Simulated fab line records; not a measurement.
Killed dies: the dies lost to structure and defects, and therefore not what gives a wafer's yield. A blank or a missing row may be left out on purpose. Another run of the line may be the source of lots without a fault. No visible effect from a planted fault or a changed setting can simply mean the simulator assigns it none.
Which of the tools did it? + flow rit-cmos + 42 wafers from 14 lots sampled at 3 of the route's 202 steps

WHAT THE GAUGES READ, wafer by wafer
RIT_NWELL_TW_MEAS_10.
| lot  | measured    | on            | NWELL_TW                      |
|------|-------------|---------------|-------------------------------|
| L625 | day 1 21:53 | film-metro-03 | 2123 2115 2130                |
| L626 | day 2 02:05 | film-metro-03 | 2123 2120 2110                |
| L627 | day 2 06:53 | film-metro-04 | 2163 2174 2165                |
| L628 | day 2 11:59 | film-metro-02 | 2110 2111 2108                |
| L629 | day 2 18:11 | film-metro-03 | 2129 2127 2129                |
| L630 | day 2 23:22 | film-metro-03 | 2119 2125 2109                |
| L632 | day 3 07:52 | film-metro-02 | 2113 2118 2107                |
| L633 | day 3 14:16 | film-metro-02 | 2216 2222 2222 2215 2215 2226 |
| L635 | day 3 23:23 | film-metro-03 | 2221 2236 2235 2233 2244 2231 |
| L641 | day 5 05:35 | film-metro-02 | 2140 2148 2119                |
| L642 | day 5 12:19 | film-metro-04 | 2147 2146 2145                |
| L643 | day 5 15:07 | film-metro-04 | 2178 2160 2154                |
| L646 | day 6 06:07 | film-metro-02 | 2099 2118 2107                |
| L648 | day 6 16:15 | film-metro-02 | 2106 2106 2117                |

RIT_WELLDRIVE_RS_MEAS_01: the measuring method here is four-point-probe.
| lot  | measured    | on            | NWELL_RS (ohm/sq)                   |
|------|-------------|---------------|-------------------------------------|
| L625 | day 2 04:37 | film-metro-03 | 276.0 276.5 276.3                   |
| L626 | day 2 08:58 | film-metro-02 | 276.1 276.4 276.4                   |
| L627 | day 2 13:43 | film-metro-02 | 276.7 277.2 275.7                   |
| L628 | day 2 18:47 | film-metro-03 | 276.0 276.2 275.8                   |
| L629 | day 3 01:01 | film-metro-03 | 276.9 276.2 277.0                   |
| L630 | day 3 06:11 | film-metro-03 | 276.2 276.4 276.3                   |
| L632 | day 3 14:37 | film-metro-04 | 275.3 274.8 275.7                   |
| L633 | day 4 02:47 | film-metro-04 | 250.7 250.6 250.8 251.1 250.9 250.2 |
| L635 | day 4 08:20 | film-metro-03 | 252.1 252.0 252.3 251.8 251.9 252.3 |
| L641 | day 5 12:28 | film-metro-02 | 275.5 275.9 275.5                   |
| L642 | day 5 19:01 | film-metro-03 | 276.1 277.2 276.7                   |
| L643 | day 5 22:25 | film-metro-02 | 276.8 275.6 276.8                   |
| L646 | day 6 13:01 | film-metro-03 | 276.8 276.6 275.5                   |
| L648 | day 6 23:15 | film-metro-02 | 274.7 275.4 274.2                   |

WHICH TOOL RAN EACH LOT (tool, then ch and the chambers of the sampled wafers, then the start)
| lot  | RIT_NWELL_IMPLANT_08           |
|------|--------------------------------|
| L625 | implanter-01 ch 0, day 1 21:34 |
| L626 | implanter-01 ch 0, day 2 01:47 |
| L627 | implanter-02 ch 0, day 2 06:34 |
| L628 | implanter-02 ch 0, day 2 11:39 |
| L629 | implanter-04 ch 0, day 2 17:52 |
| L630 | implanter-04 ch 0, day 2 23:03 |
| L632 | implanter-02 ch 0, day 3 07:32 |
| L633 | implanter-04 ch 0, day 3 13:57 |
| L635 | implanter-04 ch 0, day 3 23:04 |
| L641 | implanter-01 ch 0, day 5 05:16 |
| L642 | implanter-02 ch 0, day 5 12:00 |
| L643 | implanter-02 ch 0, day 5 14:49 |
| L646 | implanter-01 ch 0, day 6 05:47 |
| L648 | implanter-04 ch 0, day 6 15:58 |
- RIT_NWELL_IMPLANT_08

AS READ BY THE TOOLS THEMSELVES (means over the sampled wafers that have a number; for cases with no such wafer, the mark the record gives instead)
RIT_NWELL_IMPLANT_08.
| lot  | tool         | dose-ions-cm2 | end-station-pressure-torr (Torr) | faraday-current-uA |
|------|--------------|---------------|----------------------------------|--------------------|
| L625 | implanter-01 | 4.996e+13     | 5.26e-06                         | 158                |
| L626 | implanter-01 | 5.003e+13     | 5.22e-06                         | 156                |
| L627 | implanter-02 | 5.000e+13     | 4.92e-06                         | 155                |
| L628 | implanter-02 | 4.992e+13     | 5.03e-06                         | 158                |
| L629 | implanter-04 | 4.997e+13     | 5.03e-06                         | 155                |
| L630 | implanter-04 | 4.994e+13     | 5.09e-06                         | 159                |
| L632 | implanter-02 | 5.001e+13     | 5.09e-06                         | 157                |
| L633 | implanter-04 | 5.802e+13     | 5.15e-06                         | 186                |
| L635 | implanter-04 | 5.800e+13     | 5.10e-06                         | 183                |
| L641 | implanter-01 | 4.995e+13     | 5.32e-06                         | 158                |
| L642 | implanter-02 | 5.005e+13     | 5.13e-06                         | 161                |
| L643 | implanter-02 | 5.000e+13     | 4.98e-06                         | 154                |
| L646 | implanter-01 | 4.999e+13     | 5.54e-06                         | 155                |
| L648 | implanter-04 | 4.999e+13     | 5.07e-06                         | 162                |

THE ANSWER, worked out from the rows above alone
Rule: the lots themselves supply what counts as usual. The widest of any qualifying gaps counts: lots, ordered by their means at a reading, are off when they make up no more than a third of the lots, leave a main group of 4 or more, and stand apart from it by 3 or more times the standard deviation of that group's means. A main group is skipped when, at the precision printed for the reading in the tables above, its means are all equal. A lot without any number at a reading at which 4 lots or more have one is off too. Any other lot the step has rows for is counted as sound. After the gauges, taken in route order, come the tools' own readings; for these a lot's mean is taken, as printed above. At the first step where some lot is off, the reading lying furthest off is the one used; lots without a number count as furthest.
Off: L633, L635, seen at RIT_WELLDRIVE_RS_MEAS_01 (NWELL_RS). The main group: mean 276.1 ohm/sq, standard deviation 0.56.
A tool fits if, at a process step before that reading, it ran every lot that is off, and no sound lot after the first of them. The gauges at RIT_WELLDRIVE_RS_MEAS_01 aren't tried: what is off there is off at RIT_NWELL_IMPLANT_08 too, on other tools, and a gauge's error can't cause that. No candidate that was tried fits.

WHAT THE SIMULATOR HAD PUT IN
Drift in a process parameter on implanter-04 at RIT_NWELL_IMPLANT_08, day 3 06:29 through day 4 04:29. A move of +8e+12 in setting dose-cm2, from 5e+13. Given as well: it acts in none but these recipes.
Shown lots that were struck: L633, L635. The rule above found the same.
